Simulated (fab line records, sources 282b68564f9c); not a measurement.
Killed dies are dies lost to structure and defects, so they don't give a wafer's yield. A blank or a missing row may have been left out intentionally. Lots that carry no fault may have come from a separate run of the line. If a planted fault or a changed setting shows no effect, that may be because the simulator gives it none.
What tool caused it?    flow rit cmos    14 lots, 42 wafers sampled, at 2 steps of a route of 202

== WHAT THE GAUGES READ, wafer by wafer ==
The record holds no reading of a measuring or inspecting step that can be judged against a usual standard deviation.

== EACH LOT AND THE TOOL THAT RAN IT (in order: tool; ch and the chambers of the sampled wafers; start) ==
lot   RIT_NLDD_IMPLANT_08             RIT_M1_PROBE_99
L809  implanter-04 ch 0, day 3 00:19  -
L810  implanter-02 ch 0, day 3 00:35  prober-02, day 3 17:15
L811  implanter-03 ch 0, day 3 08:38  -
L812  implanter-02 ch 0, day 3 11:07  -
L813  implanter-02 ch 0, day 3 17:53  -
L814  implanter-03 ch 0, day 3 23:29  -
L815  implanter-04 ch 0, day 4 06:20  -
L817  implanter-04 ch 0, day 4 18:27  -
L820  implanter-02 ch 0, day 5 04:21  -
L821  implanter-02 ch 0, day 5 11:43  -
L823  implanter-04 ch 0, day 5 21:28  -
L827  implanter-04 ch 0, day 6 17:08  -
L828  implanter-04 ch 0, day 6 19:41  prober-01, day 7 11:37
L830  implanter-04 ch 0, day 7 07:55  prober-02, day 7 23:31
- RIT_NLDD_IMPLANT_08
- RIT_M1_PROBE_99

== AS READ BY THE TOOLS THEMSELVES (means over the sampled wafers that have a number; for cases with no such wafer, the mark the record gives instead) ==
RIT_NLDD_IMPLANT_08. Usual: tilt deg 7.000 degrees, standard deviation 0.021.
lot   tool          tilt deg (degrees)  flag
L809  implanter-04  6.990               
L810  implanter-02  6.993               
L811  implanter-03  6.959               
L812  implanter-02  6.978               
L813  implanter-02  7.013               
L814  implanter-03  6.992               
L815  implanter-04  7.019               
L817  implanter-04  7.000               
L820  implanter-02  6.712               OFF
L821  implanter-02  6.685               OFF
L823  implanter-04  7.018               
L827  implanter-04  6.991               
L828  implanter-04  7.003               
L830  implanter-04  7.007               

RIT_M1_PROBE_99. Usual: killed at contacts 0.1, standard deviation 0.23; killed at front end 7, standard deviation 3; killed dies 7, standard deviation 3; killed open 3.3, standard deviation 1.8; killed short 3.3, standard deviation 2.2.
lot   tool       killed at contacts  killed at front end  killed dies  killed open  killed short  flag
L810  prober-02  0.0                 4                    4            3.0          1.3           
L828  prober-01  0.0                 6                    6            2.3          3.7           
L830  prober-02  0.0                 9                    9            4.0          5.0           

== THE ANSWER, worked out from the rows above alone ==
Rule: take the mean of a lot's wafers that have a number; if it is more than 3 standard deviations from the usual mean, the lot is off. A lot without any number at a reading at which 4 lots or more have one is off too. Any other lot the step has rows for is counted as sound. Order of review: gauges by route order, followed by the tools' own readings, for which a lot's mean as printed above is used. At the first step where some lot is off, the reading lying furthest off is the one used; lots without a number count as furthest.
Off at RIT_NLDD_IMPLANT_08 (tilt deg): L820, L821.
A tool fits if, at that step or a process step before it, it ran every lot that is off, and no sound lot after the first of them. One fits: implanter-02 at RIT_NLDD_IMPLANT_08. A fault onset in the window from L813 (day 3 17:53, its last sound lot) to L820 (day 5 04:21, its first lot off) fits.
The tool's own readings at RIT_NLDD_IMPLANT_08 bear it out: on the lots that are off they differ by more than 5 times the standard deviation of the sound lots' means. tilt deg reads 6.698 degrees there against 6.997 degrees on the sound lots.

== WHAT THE SIMULATOR HAD INSERTED ==
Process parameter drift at RIT_NLDD_IMPLANT_08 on implanter-02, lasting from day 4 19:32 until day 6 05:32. Setting tilt deg, moved by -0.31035, from 7. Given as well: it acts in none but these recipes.
Shown lots that were struck: L820, L821. The rule above found the same.
